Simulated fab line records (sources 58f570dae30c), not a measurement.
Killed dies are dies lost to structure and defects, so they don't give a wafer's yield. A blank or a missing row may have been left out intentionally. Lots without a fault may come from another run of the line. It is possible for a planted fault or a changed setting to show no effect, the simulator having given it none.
fab line records | flow berkeleyCmos170
[record] lots = 13 | wafers = 39 | lastDay = 12
route steps=331 shown NLDD@167
lots that met no fault: taken from a fault-free run of the same line
startH: the number of hours between the record's first day and the start of the first shown wafer of the lot | waitH: time in hours since the lot's previous step | " repeats the value in the row above | L1.1+2: a single row standing in for several wafers | - value missing, or start not given | * or withheld: withheld | < > ~ a bound
route shown NAME@n: NAME is a module with steps in the file, n the number in the route of the first one | usual: average and standard deviation across the fault-free wafers | same: alike in all rows | chamber/n: place in a boat | sites: each site's reading | _std_site: the standard deviation of these | _edge_site: mean of outer sites minus mean of inner sites | radiusMm: how far each site lies from the wafer's centre | mask NAME#n: copy n | behind: the last tool/chamber to shape the wafer | hold: what put the lot on hold/how long, in hours/how the hold closed | device: whichever transistor did not switch (one of n, p or np) | end of line: tests run on the same wafers once the route is complete | for a step that has no rows: nothing shown but its recipe | killed: the dies lost at the first sort to structure and to defects; this is not the yield of the wafer | map: the dies of a wafer, with x for killed, . for not killed, _ for no die there
set.NAME: the setting that was run; set.NAME@STEP: the one run at that earlier step | model.NAME: the simulator's own value behind a step, which no gauge read
route steps across a sampled set of lots; one table per step, one row per wafer
services: from which hour (startH, from the record's first day; less than 0 if before it) a tool's chamber was out of use, for how many hours, and why
[[steps]]
[step UCB170_NLDD_IMPLANT_09]
[recipe] species = As | doseCm2 = 5e+13 | energyKev = 29.76 | tiltDeg = 7 | rotationDeg = 180
[usual] doseIonsCm2 = 4.999e+13/4.9e+10 | faradayCurrentUA = 159/3.1
lot.wafer | tool         | chamber | startH | waitH | doseIonsCm2 | faradayCurrentUA
L894.3    | implanter-03 | 0       | 123.87 | 0.1   | 4.999e+13   | 164
L894.4    | "            | 0       | "      | "     | 5.006e+13   | 165
L894.6    | "            | 0       | "      | "     | 5.004e+13   | 160
L895.1    | implanter-03 | 0       | 134.08 | 0.1   | 5.001e+13   | 159
L895.5    | "            | 0       | "      | "     | 4.999e+13   | 158
L895.6    | "            | 0       | "      | "     | 5.001e+13   | 160
L896.1    | implanter-04 | 0       | 138.60 | 0.1   | 4.993e+13   | 158
L896.5    | "            | 0       | "      | "     | 5.003e+13   | 157
L896.6    | "            | 0       | "      | "     | 5.004e+13   | 164
L897.2    | implanter-02 | 0       | 145.03 | 0.1   | 5.005e+13   | 158
L897.5    | "            | 0       | "      | "     | 4.997e+13   | 157
L897.6    | "            | 0       | "      | "     | 5.004e+13   | 163
L899.1    | implanter-03 | 0       | 145.54 | 0.1   | 5.007e+13   | 158
L899.3    | "            | 0       | "      | "     | 5e+13       | 159
L899.6    | "            | 0       | "      | "     | 4.998e+13   | 156
L898.2    | implanter-02 | 0       | 145.99 | 0.1   | 4.999e+13   | 156
L898.4    | "            | 0       | "      | "     | 4.99e+13    | 154
L898.6    | "            | 0       | "      | "     | 4.998e+13   | 158
L900.1    | implanter-04 | 0       | 157.20 | 0.1   | 5.002e+13   | 164
L900.5    | "            | 0       | "      | "     | 4.998e+13   | 159
L900.6    | "            | 0       | "      | "     | 5.005e+13   | 159
L901.1    | implanter-03 | 0       | 160.43 | 0.1   | 4.999e+13   | 152
L901.2    | "            | 0       | "      | "     | 5.012e+13   | 158
L901.4    | "            | 0       | "      | "     | 5.005e+13   | 159
L909.4    | implanter-04 | 0       | 204.37 | 0.1   | 5.541e+13   | 177
L909.5    | "            | 0       | "      | "     | 5.534e+13   | 182
L909.6    | "            | 0       | "      | "     | 5.535e+13   | 174
L911.3    | implanter-04 | 0       | 208.26 | 0.1   | 5.544e+13   | 174
L911.4    | "            | 0       | "      | "     | 5.54e+13    | 175
L911.5    | "            | 0       | "      | "     | 5.544e+13   | 178
L915.3    | implanter-03 | 0       | 231.42 | 0.1   | 4.999e+13   | 157
L915.4    | "            | 0       | "      | "     | 4.993e+13   | 160
L915.5    | "            | 0       | "      | "     | 4.994e+13   | 158
L916.3    | implanter-02 | 0       | 231.66 | 0.1   | 4.999e+13   | 158
L916.4    | "            | 0       | "      | "     | 5.007e+13   | 159
L916.5    | "            | 0       | "      | "     | 4.998e+13   | 154
L917.1    | implanter-02 | 0       | 243.76 | 0.1   | 4.993e+13   | 158
L917.2    | "            | 0       | "      | "     | 4.992e+13   | 157
L917.4    | "            | 0       | "      | "     | 4.997e+13   | 156
[step UCB170_SDANNEAL_RS_MEAS_05]
[recipe] thkMeasGauge = four-point-probe
[usual] NLDD_RS = 617.9/1.6
lot.wafer | tool         | chamber | startH | waitH | NLDD_RS[ohm/sq]
L894.3    | filmMetro-01 | -       | 134.20 | 0.1   | 622.1
L894.4    | "            | -       | "      | "     | 620.1
L894.6    | "            | -       | "      | "     | 617.5
L895.1    | filmMetro-01 | -       | 147.16 | 0.1   | 618.6
L895.5    | "            | -       | "      | "     | 618.9
L895.6    | "            | -       | "      | "     | 618.6
L896.1    | filmMetro-02 | -       | 147.47 | 0.1   | 620.3
L896.5    | "            | -       | "      | "     | 619.7
L896.6    | "            | -       | "      | "     | 618.2
L899.1    | filmMetro-04 | -       | 153.86 | 0.1   | 619.6
L899.3    | "            | -       | "      | "     | 616.2
L899.6    | "            | -       | "      | "     | 617.0
L898.2    | filmMetro-02 | -       | 154.06 | 0.1   | 617.6
L898.4    | "            | -       | "      | "     | 616.9
L898.6    | "            | -       | "      | "     | 617.1
L897.2    | filmMetro-01 | -       | 154.44 | 0.1   | 618.4
L897.5    | "            | -       | "      | "     | 617.3
L897.6    | "            | -       | "      | "     | 616.5
L900.1    | filmMetro-01 | -       | 167.48 | 0.1   | 618.1
L900.5    | "            | -       | "      | "     | 618.4
L900.6    | "            | -       | "      | "     | 620.3
L901.1    | filmMetro-01 | -       | 174.46 | 0.1   | 617.4
L901.2    | "            | -       | "      | "     | 617.6
L901.4    | "            | -       | "      | "     | 617.8
L909.4    | filmMetro-01 | -       | 212.84 | 0.1   | 595.3
L909.5    | "            | -       | "      | "     | 596.0
L909.6    | "            | -       | "      | "     | 596.3
L911.3    | filmMetro-02 | -       | 220.79 | 0.1   | 595.4
L911.4    | "            | -       | "      | "     | 595.8
L911.5    | "            | -       | "      | "     | 596.4
L916.3    | filmMetro-01 | -       | 244.00 | 0.1   | 617.7
L916.4    | "            | -       | "      | "     | 617.9
L916.5    | "            | -       | "      | "     | 618.2
L915.3    | filmMetro-02 | -       | 244.53 | 0.1   | 614.9
L915.4    | "            | -       | "      | "     | 616.4
L915.5    | "            | -       | "      | "     | 616.8
L917.1    | filmMetro-02 | -       | 254.88 | 0.1   | 618.0
L917.2    | "            | -       | "      | "     | 618.5
L917.4    | "            | -       | "      | "     | 618.1
[[services]]
tool         | chamber | startH | hours | kind
implanter-02 | -       | 103.71 | 1.0   | repair
implanter-02 | -       | 117.84 | 7.2   | repair
implanter-02 | -       | 142.76 | 1.8   | repair
implanter-02 | -       | 156.23 | 6.4   | repair
implanter-02 | -       | 210.91 | 3.9   | repair
[[key]]
[firstSign] step = UCB170_NLDD_IMPLANT_09 | reading = doseIonsCm2 | direction = up | sigmas = 99+ | usual = 4.999e+13 | struck = 5.54e+13
[effect] step = UCB170_NLDD_IMPLANT_09 | reading = faradayCurrentUA | direction = up | sigmas = 5.5 | usual = 159 | struck = 177
[effect] step = UCB170_SDANNEAL_RS_MEAS_05 | reading = NLDD_RS | direction = down | sigmas = 14 | usual = 617.9 | struck = 595.9
metAt UCB170_NLDD_IMPLANT_09
struckLots L909,L911
testerLeftOut L909,L911
onsetBetween 157.20 204.37
[fault] kind = processParameterDrift | tool = implanter-04 | chamber = - | onsetH = 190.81 | steps = UCB170_NLDD_IMPLANT_09 | channel = doseCm2 | offset = 5.4182e+12 | shape = step | endH = 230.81 | actsIn = theseRecipesOnly | stated = 5e+13
// testerLeftOut: of these lots the tester's yield and bins aren't shown, on N5 and GAA mostly nor the transistor test; their killed dies are dies lost to structure and defects alone, not to doping, threshold or leakage, so they don't give the yield
